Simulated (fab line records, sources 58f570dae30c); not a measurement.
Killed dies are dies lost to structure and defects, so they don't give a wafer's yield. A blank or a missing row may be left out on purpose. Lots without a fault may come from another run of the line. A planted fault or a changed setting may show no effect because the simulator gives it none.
Tool commonality check | flow berkeley_cmos170 | 14 lots, 51 wafers sampled

WHY IT WAS OPENED
At UCB170_PWELL_THK_MEAS_06 the reading PWELL_NITRIDE_THK is flagged on 3 of 14 lots. Wafers without a fault read 220.1 nm, standard deviation 2.1.
Rule: a lot is flagged when every wafer of it that has a number lies more than 4 standard deviations from that mean, or none has a number. The other lots count as sound.

lot  | measured    | on            | PWELL_NITRIDE_THK (nm), wafer by wafer | flag
L491 | day 3 00:08 | film_metro-01 | 219.0 220.4 221.0                      |
L493 | day 3 04:53 | film_metro-01 | 219.2 218.8 218.6                      |
L492 | day 3 04:54 | film_metro-04 | 219.6 220.7 220.1                      |
L494 | day 3 10:24 | film_metro-04 | 218.0 218.4 217.2                      |
L495 | day 3 21:17 | film_metro-01 | 224.2 222.0 223.1                      |
L496 | day 3 21:17 | film_metro-02 | 222.5 223.6 223.7                      |
L497 | day 4 02:54 | film_metro-02 | 221.4 221.4 220.9                      |
L498 | day 4 07:56 | film_metro-04 | 219.9 221.7 218.5                      |
L499 | day 4 13:22 | film_metro-04 | 218.5 217.9 217.8                      |
L502 | day 5 06:25 | film_metro-04 | 246.7 248.4 247.2 246.9 248.5 247.0    | FLAGGED
L503 | day 5 06:25 | film_metro-01 | 246.2 245.4 247.2 245.9 245.8 247.3    | FLAGGED
L504 | day 5 15:37 | film_metro-01 | 247.4 246.6 248.2 247.6 246.5 248.1    | FLAGGED
L513 | day 7 20:31 | film_metro-04 | 219.6 219.6 219.1                      |
L514 | day 7 20:31 | film_metro-02 | 223.0 223.4 224.9                      |
The numbers of the flagged lots are 247.1 nm on average: +27.0 nm against the usual, or +13 standard deviations.

WHICH TOOL RAN EACH LOT
The record holds 1 process step before the reading, out of a route of 331 steps. In each cell: the tool, then ch and the chambers that the sampled wafers went through, then the start.
lot  | flag    | UCB170_PWELL_CVD_05
L491 |         | lpcvd-02 ch 1, day 2 22:13
L493 |         | lpcvd-01 ch 1, day 3 02:01
L492 |         | lpcvd-01 ch 1, day 3 02:01
L494 |         | lpcvd-02 ch 0, day 3 07:29
L495 |         | lpcvd-01 ch 0, day 3 19:22
L496 |         | lpcvd-01 ch 0, day 3 19:22
L497 |         | lpcvd-01 ch 0, day 4 00:59
L498 |         | lpcvd-01 ch 0, day 4 06:01
L499 |         | lpcvd-02 ch 0, day 4 11:26
L502 | FLAGGED | lpcvd-01 ch 1, day 5 03:32
L503 | FLAGGED | lpcvd-01 ch 1, day 5 03:32
L504 | FLAGGED | lpcvd-01 ch 1, day 5 11:18
L513 |         | lpcvd-02 ch 0, day 7 18:36
L514 |         | lpcvd-02 ch 1, day 7 18:36
What these steps do:
- UCB170_PWELL_CVD_05: deposits Si3N4 from SiH2Cl2/NH3, target thk 220 nm, time 3300 s.
- UCB170_PWELL_THK_MEAS_06

FLAGGED OVER TOTAL, TOOL BY TOOL (the gauges that took the reading come last)
step                     | tool          | lots run | flagged | share of the flagged lots | sound lots run after its first flagged lot
UCB170_PWELL_CVD_05      | lpcvd-01      | 9        | 3       | all                       | 0
UCB170_PWELL_CVD_05      | lpcvd-02      | 5        | 0       | none                      | -
UCB170_PWELL_THK_MEAS_06 | film_metro-01 | 5        | 2       | some                      | 0
UCB170_PWELL_THK_MEAS_06 | film_metro-02 | 3        | 0       | none                      | -
UCB170_PWELL_THK_MEAS_06 | film_metro-04 | 6        | 1       | some                      | 1 (L513)

WHAT THE TABLE ALLOWS
1 row of the table ran every flagged lot: lpcvd-01 at UCB170_PWELL_CVD_05.
- lpcvd-01 at UCB170_PWELL_CVD_05: 3 of its 9 lots flagged. Its last sound lot is L498 (day 4 06:01), its first flagged lot L502 (day 5 03:32): a fault that began between those two fits. Its own readings lie more than 4 standard deviations out on every wafer of the flagged lots: sih2cl2_flow_sccm.
One tool is left: lpcvd-01 at UCB170_PWELL_CVD_05.

WHAT THE SIMULATOR HAD PUT IN
Process parameter drift: lpcvd-01, from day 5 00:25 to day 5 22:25, at UCB170_PWELL_CVD_05. Setting sih2cl2_flow_sccm, moved by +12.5, from 25. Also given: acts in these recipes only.
Lots struck among those shown: L502, L503, L504. The rule above found the same.
